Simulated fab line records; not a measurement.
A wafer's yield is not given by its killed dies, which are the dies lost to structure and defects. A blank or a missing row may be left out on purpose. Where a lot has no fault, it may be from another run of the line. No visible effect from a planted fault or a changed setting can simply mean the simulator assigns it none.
One fault through the eyes of 2 desks	flow berkeley-cmos170	each desk has only its own numbers; what lay behind them comes last

## DESK OF THE TOOL OWNER: implanter-03
UCB170_PSD_IMPLANT_08, tool's own readings: per-lot mean of the sampled wafers with a number, covering each lot this tool ran. Any lot whose mean is over 4 standard deviations away from the usual mean is out of limits and marked OUT; that distance is given in the brackets.
Columns: A = dose-ions-cm2 at UCB170_PSD_IMPLANT_08, usual 3e+15; B = end-station-pressure-torr at UCB170_PSD_IMPLANT_08, usual 1.25e-05 Torr; C = faraday-current-uA at UCB170_PSD_IMPLANT_08, usual 9276
lot	first seen here	A	B	C
L848	day 9 00:23	3e+15	1.29e-05	9331
L850	day 9 07:53	3e+15	1.26e-05	9438
L852	day 9 16:14	3e+15 (-77) OUT	1.19e-05	8285 (-5.2) OUT
L855	day 10 04:35	3e+15 (-76) OUT	1.22e-05	8329 (-5.0) OUT
L857	day 10 16:02	3e+15 (-77) OUT	1.16e-05	8481 (-4.2) OUT
Finding of this desk: L852, L855, L857 out of limits; the first was L852 at day 9 16:14, on dose-ions-cm2 at UCB170_PSD_IMPLANT_08. In limits: L848, L850.

## THE METROLOGY DESK
What the gauges read, lot by lot, whatever tool the lot ran on: means of the sampled wafers that have a number. Any lot whose mean is over 4 standard deviations away from the usual mean is out of limits and marked OUT; that distance is given in the brackets.
Columns: A = PLDD_OVL at UCB170_PLDD_OVL_MEAS_07, usual -3 nm; B = cd-nm at UCB170_PSD_CD_MEAS_06, usual 1200.3 nm; C = PSD_TW at UCB170_PSD_TW_MEAS_10, usual 2325; D = PSD_RS at UCB170_SDANNEAL_RS_MEAS_02, usual 75.5 ohm/sq
lot	first seen here	A	B	C	D
L844	day 7 08:49	5	1200.5	2330	75.2
L846	day 7 17:42	-2	1198.8	2329	75.9
L847	day 8 00:41	-8	1198.2	2321	75.5
L849	day 8 13:54	1	1199.6	2336	75.3
L848	day 8 14:11	-10	1200.3	2319	75.9
L850	day 8 23:30	0	1199.5	2312	75.5
L851	day 8 23:32	3	1200.3	2314	75.5
L852	day 9 06:04	-10	1199.1	2271	81.1 (+17) OUT
L855	day 9 16:43	-7	1201.4	2252 (-4.3) OUT	80.9 (+17) OUT
L857	day 10 06:49	-6	1201.0	2248 (-4.5) OUT	81.0 (+17) OUT
L860	day 10 07:04	-6	1201.5	2310	75.0
L861	day 11 05:42	-7	1200.4	2319	75.0
L864	day 11 15:23	0	1199.0	2331	75.0
L866	day 11 16:22	-5	1201.9	2364	75.6
L867	day 12 11:08	-7	1200.5	2313	75.5
Finding of this desk: L852, L855, L857 out of limits, first seen on L852 at day 9 20:05 (PSD_RS at UCB170_SDANNEAL_RS_MEAS_02). In limits: L844, L846, L847, L849, L848, L850, L851, L860, L861, L864, L866, L867.

## BROUGHT TOGETHER
The tool owner's desk had the chance to raise an alarm at day 9 16:14 on L852, L855, L857.
An alarm was possible from the metrology desk at day 9 20:05, on L852, L855, L857.
UCB170_PSD_IMPLANT_08 was run on implanter-03 by each of the lots named.

## WHAT THE SIMULATOR HAD INSERTED
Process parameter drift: implanter-03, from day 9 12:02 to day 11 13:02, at UCB170_PSD_IMPLANT_08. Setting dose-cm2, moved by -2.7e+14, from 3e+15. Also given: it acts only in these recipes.
Shown lots that were struck: L852, L855, L857.
Hours from the fault's start to each desk's first reading out of limits: the tool owner's desk, 4; the metrology desk, 8.
